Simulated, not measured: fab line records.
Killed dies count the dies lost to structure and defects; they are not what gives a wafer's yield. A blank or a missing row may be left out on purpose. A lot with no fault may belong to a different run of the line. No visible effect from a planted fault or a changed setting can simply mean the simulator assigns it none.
Matching of chambers	flow berkeley_cmos170	UCB170_M1_ETCH_11 on rie_diel-04 has 4 sister chambers
The step etches BARC in N2/H2. 14 wafers are shown with their chamber, then 7 later ones without.

== EACH WAFER AND ITS CHAMBER ==
wafer	chamber	throttle_valve_pct (%)	oes_product_au (a.u.)	rf_fwd_power_W (W)
L621.1	0	13.40	0.997	495.7
L621.3	1	13.00	1.003	493.7
L621.6	3	13.30	1.022	496.6
L625.3	3	13.30	1.014	496.3
L625.4	0	13.40	0.995	497.1
L625.6	0	13.40	0.998	499.4
L629.2	1	13.01	0.999	492.1
L629.3	0	13.40	0.993	496.8
L629.6	3	13.30	1.004	494.7
L630.4	2	13.44	1.006	492.2
L630.5	0	13.40	1.000	496.2
L630.6	3	13.29	1.020	496.6
L634.3	0	13.40	0.994	495.1
L634.5	3	13.31	1.018	497.2

SIGNATURES (means of the wafers above)
reading	chamber 0	chamber 1	chamber 2	chamber 3	scatter within a chamber
throttle_valve_pct	13.4000	13.0050	13.4400	13.3000	0.005
oes_product_au	0.99617	1.00100	1.00600	1.01560	0.00496
rf_fwd_power_W	496.717	492.900	492.200	496.280	1.27
Rule: for each reading, subtract the chamber's mean from the wafer's reading, divide by that reading's scatter and square the result; add these up over the readings and take the root, which gives the wafer's distance from the chamber. If the next closest chamber is less than 2 further off than the closest, the wafer can't be placed; otherwise it belongs to the closest. The scatter: take each reading less its chamber's mean, square it, sum over the shown wafers, divide by the number of wafers less the number of chambers, and take the root.

== WAFERS WITHOUT THEIR CHAMBER ==
wafer	throttle_valve_pct (%)	oes_product_au (a.u.)	rf_fwd_power_W (W)
L634.6	13.39	1.006	493.8
L637.1	13.41	0.984	496.7
L637.5	13.40	0.990	496.6
L637.6	13.45	0.999	492.6
L639.1	13.27	0.989	497.5
L639.4	13.00	0.996	490.0
L639.5	13.29	0.986	495.8

== THE CHAMBER EACH PASSED THROUGH ==
wafer	from the rows above	in truth
L634.6	0	0
L637.1	0	0
L637.5	0	0
L637.6	2	2
L639.1	3	3
L639.4	1	1
L639.5	3	3
Placed correctly: 7 of 7. Number that these rows cannot place: 0. Wrongly placed: 0.
